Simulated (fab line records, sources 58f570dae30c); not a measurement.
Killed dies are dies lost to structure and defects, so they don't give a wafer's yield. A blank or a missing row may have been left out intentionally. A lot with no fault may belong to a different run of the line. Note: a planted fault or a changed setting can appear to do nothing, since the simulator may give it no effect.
Which tool was responsible?    flow berkeley cmos170    14 lots with 42 wafers sampled at 2 steps, on a route of 331 steps

== WHAT THE GAUGES SHOWED, per wafer ==
UCB170_SILICIDE_RS_MEAS_02: measurement is done with a four-point probe. Usual: SILICIDE_TI_RS typically reads 26.1 ohm/sq, with standard deviation 0.35.
lot   measured      on             SILICIDE_TI_RS (ohm/sq)  flag
L138  day 8 04:20   film metro-01  25.9 25.9 26.1           
L139  day 8 05:20   film metro-04  26.7 26.5 26.7           
L142  day 8 17:31   film metro-01  26.1 26.1 26.3           
L144  day 8 17:53   film metro-04  26.6 26.7 26.5           
L141  day 8 18:03   film metro-03  25.5 25.9 26.2           
L143  day 8 18:25   film metro-01  25.6 25.8 25.5           
L140  day 8 18:28   film metro-03  26.0 25.6 25.9           
L147  day 9 11:33   film metro-04  26.6 25.9 26.1           
L149  day 10 08:20  film metro-04  26.4 26.1 26.2           
L150  day 10 08:29  film metro-03  25.9 26.1 26.0           
L151  day 10 08:47  film metro-04  25.6 25.8 26.0           
L156  day 11 00:11  film metro-03  26.5 26.9 26.6           
L160  day 12 07:34  film metro-04  26.1 25.5 25.8           
L161  day 12 07:52  film metro-04  26.2 26.2 26.2           

UCB170_SILICIDE_THK_MEAS_03: measures by xrf. Usual: SILICIDE_TI_THK typically reads 30.3 nm, with standard deviation 0.37.
lot   measured      on             SILICIDE_TI_THK (nm)  flag
L138  day 8 04:27   film metro-01  30.6 30.6 30.2        
L139  day 8 05:27   film metro-04  29.5 29.7 29.5        
L142  day 8 17:38   film metro-01  30.4 30.4 30.1        
L144  day 8 18:01   film metro-04  29.7 29.7 29.7        
L141  day 8 18:10   film metro-03  30.9 30.6 30.2        
L143  day 8 18:32   film metro-01  30.9 30.6 31.0        
L140  day 8 18:35   film metro-03  30.3 30.9 30.5        
L147  day 9 11:40   film metro-04  29.5 30.1 30.1        
L149  day 10 08:27  film metro-04  29.7 30.1 30.2        
L150  day 10 08:36  film metro-03  30.6 30.3 30.5        
L151  day 10 08:54  film metro-04  30.6 30.4 30.2        
L156  day 11 00:18  film metro-03  29.8 29.5 29.7        
L160  day 12 07:41  film metro-04  30.2 30.8 30.6        
L161  day 12 07:59  film metro-04  30.2 30.1 30.0        

== EACH LOT AND THE TOOL THAT RAN IT (in order: tool; ch and the chambers of the sampled wafers; start) ==
The record holds no process step before these readings.

== WHAT THE TOOLS THEMSELVES READ (means of the sampled wafers that have a number; where no wafer has one, the mark that the record gives instead) ==
The record holds no such reading with a usual standard deviation.

== THE ANSWER, worked out from the rows above alone ==
Rule: take the mean of a lot's wafers that have a number; if it is more than 3 standard deviations from the usual mean, the lot is off. A lot without any number at a reading at which 4 lots or more have one is off too. All remaining lots with rows at the step are treated as sound. First the gauges in route order, then the tools' own readings, where a lot's mean is used as printed above. At the first step where some lot is off, the reading lying furthest off is the one used; lots without a number count as furthest.
No lot is off on any of the readings shown, so nothing can be concluded from this.

== WHAT WAS PUT IN BY THE SIMULATOR ==
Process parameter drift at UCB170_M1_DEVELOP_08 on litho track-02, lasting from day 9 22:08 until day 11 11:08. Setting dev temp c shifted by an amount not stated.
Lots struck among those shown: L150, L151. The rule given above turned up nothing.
